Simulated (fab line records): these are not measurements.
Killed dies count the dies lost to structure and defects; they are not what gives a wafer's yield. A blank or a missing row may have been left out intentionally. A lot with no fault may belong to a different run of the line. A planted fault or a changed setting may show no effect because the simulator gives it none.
fab line records -- flow ritCmos
record lots=6, wafers=18, lastDay=7
route steps=202 shown ACTIVE@8 FOX1@20 M1@202
lots with no fault: from the same line, run without faults
startH: hours from the record's first day to the start of the lot's first wafer shown -- waitH: hours elapsed since this lot's preceding step -- " the same as in the row above -- L1.1+2: one row covering several wafers at once -- - either no value or no given start -- * or withheld: withheld -- < > ~ a bound
route shown NAME@n: names a module that has steps shown in the file, with the first one's number in the route -- usual: the fault-free wafers' mean and standard deviation -- same: alike in all rows -- chamber/n: place in a boat -- sites: readings site by site -- _std_site: standard deviation across them -- _edge_site: inner sites' mean taken away from outer sites' mean -- radiusMm: how far each site lies from the wafer's centre -- mask NAME#n: copy n -- behind: the tool/chamber that last shaped the wafer -- hold: cause of the lot's hold/its duration in hours/its outcome -- device: names the non-switching transistor (n, p or np) -- end of line: tests of these same wafers at the route's end -- a step without rows: its recipe alone -- killed: dies lost to structure and defects at the first sort, not the wafer's yield -- map: per-die view of a wafer (x killed, . not killed, _ where there is no die)
set.NAME: the setting the step ran with; set.NAME@STEP: the setting that earlier step ran with -- model.NAME: the simulator's own value behind a step, which no gauge read
lots at selected steps of the route; one table per step, one row per wafer
services: when a tool's chamber went out of use (startH, in hours from the record's first day, below 0 if earlier), for how many hours, and the reason
## steps
# step RIT_ACTIVE_SOFTBAKE_07
# recipe resist=NOVOLAK, tempC=90, timeS=60
# step RIT_ACTIVE_EXPOSE_08
# recipe maskId=M1, na=0.6, sourceShape=conventional, sigmaOuter=0.6, targetCdNm=1400, doseMj=225
# step RIT_ACTIVE_PEB_09
# recipe resist=NOVOLAK, tempC=withheld, timeS=withheld
# step RIT_ACTIVE_DEVELOP_10
# recipe resist=NOVOLAK, developTimeS=50, devTempC=23
# step RIT_ACTIVE_CD_MEAS_11
# recipe targetCdNm=1400
# usual cdNm=1399.6/2.4
lot.wafer,tool,chamber,startH,waitH,cdNm
L872.1,cdSem-01,-,32.60,-,1401.6
L872.5,cdSem-01,-,32.60,-,1400.9
L872.6,cdSem-01,-,32.60,-,1398.5
L878.2,cdSem-02,-,59.99,-,1399.4
L878.5,cdSem-02,-,59.99,-,1400.6
L878.6,cdSem-02,-,59.99,-,1399.6
L881.1,cdSem-02,-,74.44,-,1398.6
L881.4,cdSem-02,-,74.44,-,1398.8
L881.6,cdSem-02,-,74.44,-,1398.3
L882.3,cdSem-01,-,79.95,-,1400.2
L882.4,cdSem-01,-,79.95,-,1401.3
L882.5,cdSem-01,-,79.95,-,1399.7
L887.2,cdSem-02,-,105.14,-,1405.5
L887.4,cdSem-02,-,105.14,-,1403.8
L887.5,cdSem-02,-,105.14,-,1405.3
L890.2,cdSem-01,-,119.58,-,1400.0
L890.4,cdSem-01,-,119.58,-,1398.4
L890.5,cdSem-01,-,119.58,-,1399.8
# step RIT_ACTIVE_HARDBAKE_12
# recipe resist=NOVOLAK, tempC=140, timeS=60
# step RIT_ACTIVE_ETCH_13
# recipe stopOn=SiO2, chemistry=SF6, target=Si3N4, timeS=210, overEtchFrac=0.4, SF6_flow_sccm=200, pressureMtorr=260, rfW=125, targetDepthA=2100
# usual drypumpMotorCurrentA=5.60/0.29, oesProductAu=0.826/0.016, throttleValvePct=7.54/0.15
# same timeS=210
lot.wafer,tool,chamber,startH,waitH,drypumpMotorCurrentA,oesProductAu,rfHoursCounterH,throttleValvePct
L872.1,rieDiel-01,1,32.87,0.1,5.80,0.805,134,7.68
L872.5,rieDiel-01,1,32.87,0.1,5.79,0.818,-,7.70
L872.6,rieDiel-01,2,32.87,0.1,5.68,0.811,-,7.37
L878.2,rieDiel-03,1,60.37,0.1,5.26,0.850,9,7.32
L878.5,rieDiel-03,2,60.37,0.1,5.64,0.816,-,7.68
L878.6,rieDiel-03,1,60.37,0.1,5.30,0.846,-,7.32
L881.1,rieDiel-03,1,74.71,0.1,5.34,0.846,9,7.32
L881.4,rieDiel-03,2,74.71,0.1,5.59,0.810,-,7.69
L881.6,rieDiel-03,1,74.71,0.1,5.36,0.844,-,7.31
L882.3,rieDiel-03,0,80.18,0.1,5.22,0.859,105,7.59
L882.4,rieDiel-03,0,80.18,0.1,5.22,0.850,-,7.58
L882.5,rieDiel-03,1,80.18,0.1,5.33,0.849,-,7.32
L887.2,rieDiel-03,1,105.39,0.1,5.37,0.836,10,7.34
L887.4,rieDiel-03,2,105.39,0.1,5.64,0.805,22,7.69
L887.5,rieDiel-03,0,105.39,0.1,5.22,0.840,-,7.59
L890.2,rieDiel-03,0,119.83,0.1,5.25,0.842,106,7.59
L890.4,rieDiel-03,3,119.83,0.1,6.30,0.826,0,7.58
L890.5,rieDiel-03,1,119.83,0.1,5.37,0.843,-,7.33
# step RIT_ACTIVE_STRIP_14
# recipe chemistry=O2, timeS=180, resist=NOVOLAK, platenTempC=withheld, powerW=500, pressureMtorr=4000, o2FlowSccm=4000
# usual drypumpMotorCurrentA=5.8/0.6, rfReflPowerW=7.3/1.6
# same timeS=180
lot.wafer,tool,chamber,startH,waitH,drypumpMotorCurrentA,rfHoursCounterH,rfReflPowerW
L872.1,plasmaAsher-01,1,33.01,0.1,6.3,38,9.9
L872.5,plasmaAsher-01,0,33.01,0.1,6.3,-,5.7
L872.6,plasmaAsher-01,1,33.01,0.1,6.4,-,9.8
L878.2,plasmaAsher-04,1,60.50,0.1,5.7,27,8.2
L878.5,plasmaAsher-04,0,60.50,0.1,6.6,-,7.2
L878.6,plasmaAsher-04,1,60.50,0.1,5.7,-,8.3
L881.1,plasmaAsher-02,0,74.84,0.1,5.3,42,5.3
L881.4,plasmaAsher-02,0,74.84,0.1,5.3,-,5.7
L881.6,plasmaAsher-02,0,74.84,0.1,5.3,-,5.3
L882.3,plasmaAsher-01,0,80.37,0.1,6.3,-,5.3
L882.4,plasmaAsher-01,1,80.37,0.1,6.3,-,9.8
L882.5,plasmaAsher-01,0,80.37,0.1,6.3,-,5.6
L887.2,plasmaAsher-02,0,105.52,0.1,5.3,46,5.2
L887.4,plasmaAsher-02,1,105.52,0.1,5.0,-,7.6
L887.5,plasmaAsher-02,0,105.52,0.1,5.3,-,5.4
L890.2,plasmaAsher-02,1,119.97,0.1,5.0,48,7.8
L890.4,plasmaAsher-02,1,119.97,0.1,5.0,-,7.5
L890.5,plasmaAsher-02,1,119.97,0.1,5.0,-,7.5
# step RIT_ACTIVE_CD_MEAS_90
# recipe targetCdNm=1400
# usual cdNm=1399.7/2.4
lot.wafer,tool,chamber,startH,waitH,cdNm
L872.1,cdSem-02,-,33.18,0.1,1401.3
L872.5,cdSem-02,-,33.18,0.1,1400.2
L872.6,cdSem-02,-,33.18,0.1,1398.6
L878.2,cdSem-02,-,60.70,0.1,1399.6
L878.5,cdSem-02,-,60.70,0.1,1399.9
L878.6,cdSem-02,-,60.70,0.1,1399.8
L881.1,cdSem-01,-,75.02,0.1,1398.6
L881.4,cdSem-01,-,75.02,0.1,1398.3
L881.6,cdSem-01,-,75.02,0.1,1398.0
L882.3,cdSem-02,-,80.53,0.1,1400.4
L882.4,cdSem-02,-,80.53,0.1,1402.1
L882.5,cdSem-02,-,80.53,0.1,1400.0
L887.2,cdSem-02,-,105.71,0.1,1405.9
L887.4,cdSem-02,-,105.71,0.1,1403.8
L887.5,cdSem-02,-,105.71,0.1,1405.6
L890.2,cdSem-02,-,120.16,0.1,1400.4
L890.4,cdSem-02,-,120.16,0.1,1398.6
L890.5,cdSem-02,-,120.16,0.1,1400.1
# step RIT_ACTIVE_CLEAN_15
# recipe chemistry=SC1, mix=3:3:50, timeS=600, tempC=75
# step RIT_ACTIVE_CLEAN_16
# recipe chemistry=dHF, dilution=50:1, timeS=30
# step RIT_ACTIVE_CLEAN_17
# recipe chemistry=SC2, mix=3:3:50, timeS=600, tempC=75, dry=n2Spin
# step RIT_FOX1_OXIDATION_00
# recipe tempC=1100, ambient=H2O, targetThkA=3507, pH2oTorr=720, oxTimeS=1130
# usual oxTempC=1100.0/0.49, oxTimeS=1130/0
lot.wafer,tool,chamber,startH,waitH,oxTempC,oxTimeS,model.SiO2_of_FOX1_OXIDATION_00.thkNm
L872.1,furnace-04,0,34.27,0.6,1100.2,1130,349.3
L872.5,furnace-04,0,34.27,0.6,1099.7,1130,350.1
L872.6,furnace-04,0,34.27,0.6,1100.2,1130,348.9
L878.2,furnace-01,0,63.13,2.0,1099.1,1130,350
L878.5,furnace-01,0,63.13,2.0,1100.5,1130,350.3
L878.6,furnace-01,0,63.13,2.0,1100.0,1130,349.8
L881.1,furnace-04,0,76.96,1.3,1100.0,1130,348.1
L881.4,furnace-04,0,76.96,1.3,1099.8,1130,339.1
L881.6,furnace-04,0,76.96,1.3,1100.2,1130,337.5
L882.3,furnace-01,0,81.58,0.6,1100.1,1356,387.8
L882.4,furnace-01,0,81.58,0.6,1099.6,1356,389.3
L882.5,furnace-01,0,81.58,0.6,1100.2,1356,387.2
L887.2,furnace-01,0,106.30,0.1,1099.3,1356,392.3
L887.4,furnace-01,0,106.30,0.1,1099.7,1356,389.9
L887.5,furnace-01,0,106.30,0.1,1099.2,1356,391.1
L890.2,furnace-02,0,120.63,0.0,1100.3,1130,346
L890.4,furnace-02,0,120.63,0.0,1100.4,1130,350.3
L890.5,furnace-02,0,120.63,0.0,1100.3,1130,350.8
# step RIT_FOX1_THK_MEAS_01
# recipe reads=SiO2_of_FOX1_OXIDATION_00
# usual FOX1_OXIDE_THK=348/6.1
lot.wafer,tool,chamber,startH,waitH,FOX1_OXIDE_THK[nm]
L872.1,filmMetro-03,-,35.59,0.0,349
L872.5,filmMetro-03,-,35.59,0.0,350
L872.6,filmMetro-03,-,35.59,0.0,349
L878.2,filmMetro-04,-,64.45,0.0,350
L878.5,filmMetro-04,-,64.45,0.0,350
L878.6,filmMetro-04,-,64.45,0.0,350
L881.1,filmMetro-03,-,78.28,0.0,348
L881.4,filmMetro-03,-,78.28,0.0,339
L881.6,filmMetro-03,-,78.28,0.0,338
L882.3,filmMetro-03,-,82.91,0.0,388
L882.4,filmMetro-03,-,82.91,0.0,389
L882.5,filmMetro-03,-,82.91,0.0,387
L887.2,filmMetro-03,-,107.62,0.0,393
L887.4,filmMetro-03,-,107.62,0.0,389
L887.5,filmMetro-03,-,107.62,0.0,391
L890.2,filmMetro-04,-,121.95,0.0,346
L890.4,filmMetro-04,-,121.95,0.0,350
L890.5,filmMetro-04,-,121.95,0.0,351
# step RIT_FOX1_WET_ETCH_02
# recipe chemistry=BOE, targetDepthNm=350, timeS=390, tempC=21.5, dry=n2Spin, dilution=10:1, target=SiO2
# step RIT_M1_PROBE_99
# usual killedAtFrontEnd=7/3, killedDies=8/3, killedOpen=3.7/2, killedShort=3.8/2.1
# same grossDies=264, killed_at_M0_to_M3=0, killed_at_M4_up=0, killedAtBackSide=0, killedAtContacts=0, killedAtOther=0
lot.wafer,tool,chamber,startH,waitH,killedAtFrontEnd,killedDies,killedOpen,killedShort,model.etest.nldd.widthNm,model.etest.pldd.widthNm,model.etest.nplusSal.widthNm,model.etest.pplusSal.widthNm
L872.1,prober-02,-,81.45,0.1,7,7,1,6,3170,3160,3463,3454
L872.5,prober-02,-,81.65,0.2,9,9,3,6,3172,3166,3422,3396
L872.6,prober-02,-,81.70,0.2,7,7,3,4,3168,3182,3464,3440
L878.2,prober-02,-,106.47,0.1,7,7,4,3,3186,3203,3489,3485
L878.5,prober-02,-,106.62,0.2,10,10,6,4,3182,3178,3422,3448
L878.6,prober-02,-,106.67,0.2,10,10,3,7,3196,3171,3471,3475
L881.1,prober-01,-,118.25,0.1,8,8,4,4,3178,3194,3404,3426
L881.4,prober-01,-,118.40,0.2,11,11,6,5,3176,3186,3441,3438
L881.6,prober-01,-,118.50,0.2,17,17,7,10,3188,3174,3476,3446
L882.3,prober-02,-,123.53,0.2,7,7,5,2,3139,3128,3414,3424
L882.4,prober-02,-,123.58,0.2,7,7,4,3,3132,3114,3413,3407
L882.5,prober-02,-,123.63,0.2,9,9,6,3,3137,3160,3428,3434
L887.2,prober-01,-,148.22,0.1,8,8,3,5,3152,3142,3412,3380
L887.4,prober-01,-,148.32,0.2,8,8,3,5,3127,3130,3397,3406
L887.5,prober-01,-,148.37,0.2,2,2,1,1,3140,3143,3375,3389
L890.2,prober-02,-,161.03,0.1,4,4,2,2,3207,3193,3492,3474
L890.4,prober-02,-,161.13,0.2,3,3,1,2,3190,3183,3462,3457
L890.5,prober-02,-,161.18,0.2,3,3,1,2,3175,3194,3495,3489
# killed by level:class
L872.1 FOX1:geometricParticle:short=4 FOX1:geometricParticle:open=1 GATE:geometricParticle:short=1 REOX:geometricParticle:short=1
L872.5 FOX1:geometricParticle:short=3 FOX1:geometricParticle:open=2 ACTIVE:geometricParticle:short=1 GATE:geometricParticle:short=1 REOX:geometricParticle:open=1 REOX:geometricParticle:short=1
L872.6 GATE:geometricParticle:short=3 SILICIDE:geometricParticle:open=2 GATE:geometricParticle:open=1 SILICIDE:geometricParticle:short=1
L878.2 GATE:geometricParticle:open=3 GATE:geometricParticle:short=2 SPACER:geometricParticle:open=1 SPACER:geometricParticle:short=1
L878.5 GATE:geometricParticle:open=3 SPACER:geometricParticle:short=2 ACTIVE:geometricParticle:open=1 FOX1:geometricParticle:open=1 FOX2:geometricParticle:short=1 GATE:geometricParticle:short=1 SPACER:geometricParticle:open=1
L878.6 SPACER:geometricParticle:short=4 FOX2:geometricParticle:open=1 GATE:geometricParticle:short=1 REOX:geometricParticle:open=1 REOX:geometricParticle:short=1 SPACER:geometricParticle:open=1 SILICIDE:geometricParticle:short=1
L881.1 GATE:geometricParticle:short=2 REOX:geometricParticle:open=2 FOX2:geometricParticle:short=1 GATE:geometricParticle:open=1 SPACER:geometricParticle:short=1 SPACER:geometricParticle:open=1
L881.4 GATE:geometricParticle:short=3 REOX:geometricParticle:open=3 GATE:geometricParticle:open=2 REOX:geometricParticle:short=2 FOX2:geometricParticle:open=1
L881.6 GATE:geometricParticle:open=3 REOX:geometricParticle:open=3 REOX:geometricParticle:short=3 FOX2:geometricParticle:short=2 GATE:geometricParticle:short=2 SPACER:geometricParticle:short=2 FOX1:geometricParticle:short=1 FOX2:geometricParticle:open=1
L882.3 FOX2:geometricParticle:open=2 GATE:geometricParticle:short=2 FOX1:geometricParticle:open=1 GATE:geometricParticle:open=1 SPACER:geometricParticle:open=1
L882.4 GATE:geometricParticle:open=2 FOX1:geometricParticle:open=1 GATE:geometricParticle:short=1 REOX:geometricParticle:short=1 REOX:geometricParticle:open=1 SPACER:geometricParticle:short=1
L882.5 GATE:geometricParticle:open=2 SILICIDE:geometricParticle:open=2 GATE:geometricParticle:short=1 REOX:geometricParticle:short=1 REOX:geometricParticle:open=1 SPACER:geometricParticle:open=1 SILICIDE:geometricParticle:short=1
L887.2 GATE:geometricParticle:short=4 GATE:geometricParticle:open=2 FOX2:geometricParticle:short=1 REOX:geometricParticle:open=1
L887.4 GATE:geometricParticle:short=2 FOX1:geometricParticle:open=1 FOX2:geometricParticle:short=1 GATE:geometricParticle:open=1 SPACER:geometricParticle:short=1 SPACER:geometricParticle:open=1 SILICIDE:geometricParticle:short=1
L887.5 FOX1:geometricParticle:open=1 SILICIDE:geometricParticle:short=1
L890.2 FOX1:geometricParticle:short=1 GATE:geometricParticle:short=1 GATE:geometricParticle:open=1 SPACER:geometricParticle:open=1
L890.4 FOX1:geometricParticle:short=1 REOX:geometricParticle:open=1 SILICIDE:geometricParticle:short=1
L890.5 FOX1:geometricParticle:short=1 GATE:geometricParticle:open=1 GATE:geometricParticle:short=1
## services
tool,chamber,startH,hours,kind
furnace-04,-,18.27,11.7,repair
furnace-02,-,25.12,3.0,pm
furnace-01,-,32.21,3.5,pm
furnace-01,-,35.69,2.8,pm
rieDiel-03,0,36.34,12.2,repair
furnace-02,-,39.51,3.1,pm
furnace-04,-,43.49,3.2,pm
furnace-04,-,46.68,3.0,pm
rieDiel-01,3,48.77,5.7,repair
rieDiel-01,3,54.52,7.7,repair
rieDiel-03,3,66.55,-,clean
rieDiel-03,3,66.55,23.9,scheduledDown
rieDiel-03,3,66.55,23.9,ventCycle
rieDiel-01,2,71.12,4.4,repair
rieDiel-01,0,74.13,4.8,repair
rieDiel-03,-,82.63,1.3,repair
rieDiel-03,-,92.45,0.4,repair
plasmaAsher-01,-,108.75,9.0,pm
plasmaAsher-01,0,108.75,9.0,ventCycle
plasmaAsher-01,1,108.75,9.0,ventCycle
plasmaAsher-01,0,117.75,-,clean
plasmaAsher-01,1,117.75,-,clean
## key
firstSign step=RIT_FOX1_OXIDATION_00, reading=oxTimeS, direction=up, sigmas=99+, usual=*, struck=*
effect step=RIT_FOX1_THK_MEAS_01, reading=FOX1_OXIDE_THK, direction=up, sigmas=6.9, usual=348, struck=390
modelEffect step=RIT_FOX1_OXIDATION_00, value=SiO2_of_FOX1_OXIDATION_00.thkNm, without=349.1, struck=389.6
modelEffect step=RIT_M1_PROBE_99, value=etest.nldd.widthNm, without=3186, struck=3138
metAt RIT_FOX1_OXIDATION_00
struckWafers L882.3,L882.4,L882.5,L887.2,L887.4,L887.5
testerLeftOut L882,L887
onsetBetween 63.13 81.58
fault kind=processParameterDrift, tool=furnace-01, chamber=-, onsetH=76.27, steps=RIT_FOX1_OXIDATION_00, channel=oxTimeS, offset=*, shape=step, endH=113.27, actsIn=*, stated=*
# testerLeftOut: of these lots the tester's yield and bins aren't shown, on N5 and GAA mostly nor the transistor test; their killed dies are dies lost to structure and defects alone, not to doping, threshold or leakage, so they don't give the yield
